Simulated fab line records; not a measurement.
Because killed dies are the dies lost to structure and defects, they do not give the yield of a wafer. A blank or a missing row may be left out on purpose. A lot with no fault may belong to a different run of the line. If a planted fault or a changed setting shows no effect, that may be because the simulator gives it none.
A struck lot beside a sound one ; flow berkeley cmos170 ; 14 out of 331 route steps
Sound: the wafers L142.1, L142.2, L142.6. Wafers L150.1, L150.4, L150.5 were the ones struck. The cause is given at the end.
Order at every step that has rows: each side's tool, ch and its chambers, its first start. Under that, the readings that differ: sound wafers ; struck wafers ; difference of the means ; sigmas: that difference in standard deviations of wafers without a fault.
alike: readings with means less than 2 such deviations apart, plus words and numbers identical on both sides. not compared: withheld readings, readings lacking a value on some wafer, bounds such as >300 that could conceal the same value, and numbers that have no deviation in the record and whose values overlap.
The two part at a step that has a row with sigmas, a row that says differs or no value, or rows on one side only. Non-overlapping numbers with no deviation appear without sigmas and do not part them. A reading that every wafer of one side lacks parts them only if that side has two wafers or more.

first, 5 steps without rows for these wafers: UCB170_PWELL_CLEAN_18 (cleans in SPM, time 600 s); UCB170_PWELL_WET_ETCH_19 (etches Si3N4 in H3PO4, time 14400 s); UCB170_PWELL_WET_ETCH_20 (etches SiO2 in BOE, time 22 s); UCB170_WELLDRIVE_CLEAN_00 (cleans in SPM, time 600 s); UCB170_WELLDRIVE_OXIDATION_01 (target thk 199 nm, ox time 9000 s).
UCB170_WELLDRIVE_THK_MEAS_02:
  sound on film metro-02, day 5 12:43; struck on film metro-04, day 7 11:02
  alike: WELLDRIVE_OXIDE_THK
then, 5 steps without rows for these wafers: UCB170_WELLDRIVE_ANNEAL_03 (time 900 s); UCB170_WELLDRIVE_WET_ETCH_04 (etches SiO2 in BOE, time 120 s); UCB170_ACTIVE_CLEAN_00 (cleans in SPM, time 600 s); UCB170_ACTIVE_CLEAN_01 (cleans in dHF, time 60 s); UCB170_ACTIVE_OXIDATION_02 (target thk 26.4 nm, ox time 1260 s).
UCB170_ACTIVE_THK_MEAS_03:
  sound on film metro-02, day 6 00:35; struck on film metro-02, day 7 21:50
  alike: ACTIVE_OXIDE_THK
UCB170_ACTIVE_ANNEAL_04: time 900 s.
  struck on furnace-02, day 8 05:53; sound on furnace-02 ch 0, day 6 04:25
  no value came back on the struck wafers for spike tc centre C (C), spike tc load C (C), zone power source pct (%); on the sound wafers spike tc centre C (C) reads 1002.1 1001.3 1002.9
then, 1 step without rows for these wafers: UCB170_ACTIVE_CVD_05 (deposits Si3N4 from SiH2Cl2/NH3, target thk 220 nm, time 3300 s).

WHERE THEY PART
Only at UCB170_ACTIVE_ANNEAL_04, as far as this record shows.

WHY: whatever the simulator had introduced
Whole step skipped at UCB170_ACTIVE_ANNEAL_04 on furnace-02, starting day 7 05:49. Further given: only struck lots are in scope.
